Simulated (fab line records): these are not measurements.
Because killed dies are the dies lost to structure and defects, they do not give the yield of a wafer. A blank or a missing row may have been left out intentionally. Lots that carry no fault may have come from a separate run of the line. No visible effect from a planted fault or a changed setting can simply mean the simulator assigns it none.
Matching of chambers / flow rit-cmos / rie-diel-03 running RIT_ACTIVE_ETCH_13: 4 sister chambers
The step etches Si3N4 in SF6, stops on SiO2, time 210 s, target depth 210 nm. 4 wafers are shown with their chamber, then 7 later ones without.

== EACH WAFER AND ITS CHAMBER ==
wafer=L940.2; chamber=1; throttle-valve-pct (%)=7.64
wafer=L944.6; chamber=0; throttle-valve-pct (%)=7.50
wafer=L950.1; chamber=3; throttle-valve-pct (%)=7.37
wafer=L950.3; chamber=2; throttle-valve-pct (%)=7.41

== WAFERS MISSING THEIR CHAMBER ==
wafer=L950.4; throttle-valve-pct (%)=7.50
wafer=L956.1; throttle-valve-pct (%)=7.51
wafer=L956.2; throttle-valve-pct (%)=7.36
wafer=L956.5; throttle-valve-pct (%)=7.41
wafer=L958.3; throttle-valve-pct (%)=7.36
wafer=L958.4; throttle-valve-pct (%)=7.49
wafer=L958.5; throttle-valve-pct (%)=7.50

== WHICH CHAMBER EACH ONE RAN IN ==
wafer=L950.4; from the rows above=0; in truth=0
wafer=L956.1; from the rows above=0; in truth=0
wafer=L956.2; from the rows above=3; in truth=3
wafer=L956.5; from the rows above=2; in truth=2
wafer=L958.3; from the rows above=3; in truth=3
wafer=L958.4; from the rows above=0; in truth=0
wafer=L958.5; from the rows above=0; in truth=0
Correctly placed: 7 of 7. Left unplaced by these rows: 0. Placed wrongly: 0.
How it was worked out, from the rows above alone: a wafer's distance from a chamber is the root of the sum, over the readings, of the square of ((its reading less the chamber's mean) divided by the reading's scatter). The wafer belongs to the nearest chamber; if the next one is less than 2 further off, it can't be placed. For every chamber, the mean is computed from those of its wafers that are shown. The scatter: root of mean squared gap, hidden wafer to nearest shown wafer, with one shown wafer a chamber.
